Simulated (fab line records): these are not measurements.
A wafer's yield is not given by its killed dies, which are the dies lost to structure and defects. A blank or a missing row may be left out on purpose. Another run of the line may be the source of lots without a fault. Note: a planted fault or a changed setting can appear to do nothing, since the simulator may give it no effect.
Code-filled problem report in 8D (eight disciplines) form | flow berkeleyCmos170 | the parts of the form that need people (team, actions taken, sign-off) are left out

== 1. THE ISSUE ==
Wafers free of any fault read 1030.6 ohm/sq (standard deviation 2.3) for PLDD_RS at UCB170_SDANNEAL_RS_MEAS_04, against a mean of 1056.4 ohm/sq on 6 wafers of 2 lots. Relative to the usual mean, that is a shift of +11 standard deviations.
The step: measures by four-point-probe.
The first sign was on wafer L703.2 at day 7 16:17, on filmMetro-03. The record holds 39 wafers of 13 lots with a number at this step. Rule for "out" (also "out of limits"): further than 4 standard deviations from the usual mean. Any other wafer with a number is counted as sound.

== 2. WHAT IT IS, AND WHAT IT ISN'T ==
question                    | is                         | is not
which readings at this step | PLDD_RS                    | -
which lots                  | L702, L703                 | L695, L696, L707, L711, L712, L713, L714, L715, L716, L717, L718
which wafers of those lots  | all that have a number     | -
read on which gauges        | filmMetro-03, filmMetro-04 | filmMetro-02
when                        | from day 7 16:17           | up to then (6 sound wafers); but 27 sound wafers of L707, L711, L712, L713, L714, L715, L716, L717, L718 came after

== 3. WHAT RULES OUT EACH SUSPECT ==
Counting: a tool at a process step up to the reading stays a suspect if it ran every lot that is out and no sound lot after the first of them.
- ruled out: the gauge at UCB170_SDANNEAL_RS_MEAS_04. 2 gauges (filmMetro-03, filmMetro-04) read the wafers that are out.
- furnace-03 at UCB170_SPACER_ANNEAL_02 (time 1800 s): kept. All lots that are out passed through it, beginning with L702 at day 7 09:55, and no sound lot followed; its final sound lot before that point was L695 at day 5 20:54. Its own spikeTcCentreC, tubeCenterTempC, tube_center_temp_C_max readings are out on those wafers.
The count leaves furnace-03 at UCB170_SPACER_ANNEAL_02.

== 4. THE CAUSE (what the simulator had put in) ==
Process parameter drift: furnace-03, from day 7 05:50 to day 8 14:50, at UCB170_SPACER_ANNEAL_02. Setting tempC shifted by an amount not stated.
The count eliminated every tool but this one.

== 5. SEQUENCE OF EFFECTS, ordered by route ==
Rows list readings where the struck wafers' mean (over those with a number) sits beyond 3 standard deviations from the usual. Only readings for which the record gives a usual standard deviation are gone through. hours: the time from each lot's start at the first step in this table that gives one to its start at this step, as a median over the lots. sigmas: the change in usual standard deviations.
hours | step                       | reading                | usual         | on struck wafers | change | sigmas
0     | UCB170_SPACER_ANNEAL_02    | spikeTcCentreC         | 902.9 C       | 896.0            | -6.9   | -7.3
0     | UCB170_SPACER_ANNEAL_02    | tubeCenterTempC        | 900 C         | 893              | -7     | -80
0     | UCB170_SPACER_ANNEAL_02    | tube_center_temp_C_max | 902.3         | 895.3            | -7.0   | -17
7     | UCB170_SDANNEAL_RS_MEAS_04 | PLDD_RS                | 1030.6 ohm/sq | 1056.4           | +25.8  | +11
Its process steps:
- UCB170_SPACER_ANNEAL_02: time 1800 s.

== 6. HOW IT WOULD HAVE BEEN CAUGHT EARLIER ==
The first out-of-limits reading at a measuring or inspecting step in this record came at day 7 16:17, 10 hours after the fault's start at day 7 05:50.
At UCB170_SPACER_ANNEAL_02, the tool's own readings (spikeTcCentreC, tubeCenterTempC, tube_center_temp_C_max) were out on each struck wafer the step has a row for, so an alarm limit on them would have fired on the first such wafer.
By day 7 16:17 the whole set of lots that are out, 2 in number, had already begun UCB170_SPACER_ANNEAL_02 on furnace-03. A hold on the tool at that time would have spared none of them.
